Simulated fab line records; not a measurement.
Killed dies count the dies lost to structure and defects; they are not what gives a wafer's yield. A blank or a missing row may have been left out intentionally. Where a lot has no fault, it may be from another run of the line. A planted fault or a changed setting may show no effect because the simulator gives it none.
Problem report, 8D (eight disciplines) form, completed by code / flow berkeleyCmos170 / the parts of the form that need people (team, actions taken, sign-off) are left out

== 1. PROBLEM STATEMENT ==
runLengthS at UCB170_M1_METAL_ETCH_12 reads a mean of 183.2 s on 1 wafer of 1 lot; wafers without a fault read 158.4 s with a standard deviation of 0.5. Relative to the usual mean, that is a shift of +50 standard deviations.
The step: etches Al in Cl2/BCl3, stops on PSG, target depth 780 nm, time 130 s.
The first sign was on wafer L700.4 at day 10 14:09, on rieMetal-01. The record holds 39 wafers of 13 lots with a number at this step. The rule behind "out" and "out of limits": a value lying over 4 standard deviations away from the usual mean. The other wafers with a number count as sound.

== 2. WHAT IT IS AND WHAT IT IS NOT ==
question=which readings at this step | is=runLengthS, oesProductAu | is not=bcl3FlowSccm, biasW, drypumpMotorCurrentA, rfFwdPowerW, throttleValvePct
question=which lots | is=L700 | is not=L684, L685, L686, L687, L688, L690, L692, L693, L694, L701, L702, L706
question=which wafers of those lots | is=L700.4 | is not=L700.3, L700.6
question=read on which tools | is=rieMetal-01 | is not=rieMetal-02, rieMetal-03
question=when | is=from day 10 14:09 | is not=up to then (29 sound wafers); but 9 sound wafers of L701, L702, L706 came after

== 3. THE SUSPECTS, EACH WITH WHAT RULES IT OUT ==
Counting: a tool at a process step up to the reading stays a suspect if it ran every lot that is out. Sound lots after the first of them don't rule it out here, since some wafers of a struck lot are sound.
- rieDiel-02 at UCB170_CONTACT_ETCH_17 (etches BARC in N2/H2): kept. It ran the lot that is out, L700 (day 10 12:01); its last sound lot up to then is L688 (day 8 06:31).
- rieMetal-01 at UCB170_M1_METAL_ETCH_12 (etches Al in Cl2/BCl3, stops on PSG, target depth 780 nm, time 130 s): kept. It ran the lot that is out, L700 (day 10 14:09); its last sound lot up to then is L693 (day 9 12:29). Out on those wafers are its own readings of oesProductAu, runLengthS.
- Within rieDiel-02 at UCB170_CONTACT_ETCH_17: the wafers that are out ran in chamber 3; their sound lot-mates ran in chambers 0, 1.
- The sound lot-mates ran in chamber 0 of rieMetal-01 at UCB170_M1_METAL_ETCH_12, but the wafers that are out ran in chamber 1.
What counting leaves: rieDiel-02 at UCB170_CONTACT_ETCH_17 and rieMetal-01 at UCB170_M1_METAL_ETCH_12.

== 4. THE CAUSE (what the simulator had put in) ==
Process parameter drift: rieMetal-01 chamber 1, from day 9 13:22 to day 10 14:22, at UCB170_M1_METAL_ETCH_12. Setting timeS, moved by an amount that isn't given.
2 suspects survive the count, and this tool is in that group.

== 5. THE EFFECT CHAIN, in route order ==
One row per reading whose mean, taken over the struck wafers that have a number, lies over 3 standard deviations from the usual. Only readings for which the record gives a usual standard deviation are gone through. hours: the time from each lot's start at the first step in this table that gives one to its start at this step, as a median over the lots. sigmas: the change in usual standard deviations.
hours=0; step=UCB170_M1_METAL_ETCH_12; reading=oesProductAu; usual=0.854 a.u.; on struck wafers=0.769; change=-0.085; sigmas=-6.5
hours=0; step=UCB170_M1_METAL_ETCH_12; reading=runLengthS; usual=158.4 s; on struck wafers=183.2; change=+24.8; sigmas=+50
hours=0; step=UCB170_M1_STRIP_13; reading=oesProductAu; usual=0.721 a.u.; on struck wafers=0.689; change=-0.032; sigmas=-6.5
The process steps in it:
- UCB170_M1_METAL_ETCH_12: etches Al in Cl2/BCl3, stops on PSG, target depth 780 nm, time 130 s.
- UCB170_M1_STRIP_13: strips in O2.
Later measuring or inspecting steps at which every struck wafer that the step has a row for has a number for every such reading, and none has moved that far: UCB170_V2_THK_MEAS_01.

== 6. HOW IT WOULD HAVE BEEN CAUGHT EARLIER ==
The fault began at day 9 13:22; the first out-of-limits reading in this record came at day 10 14:09, 25 hours later.
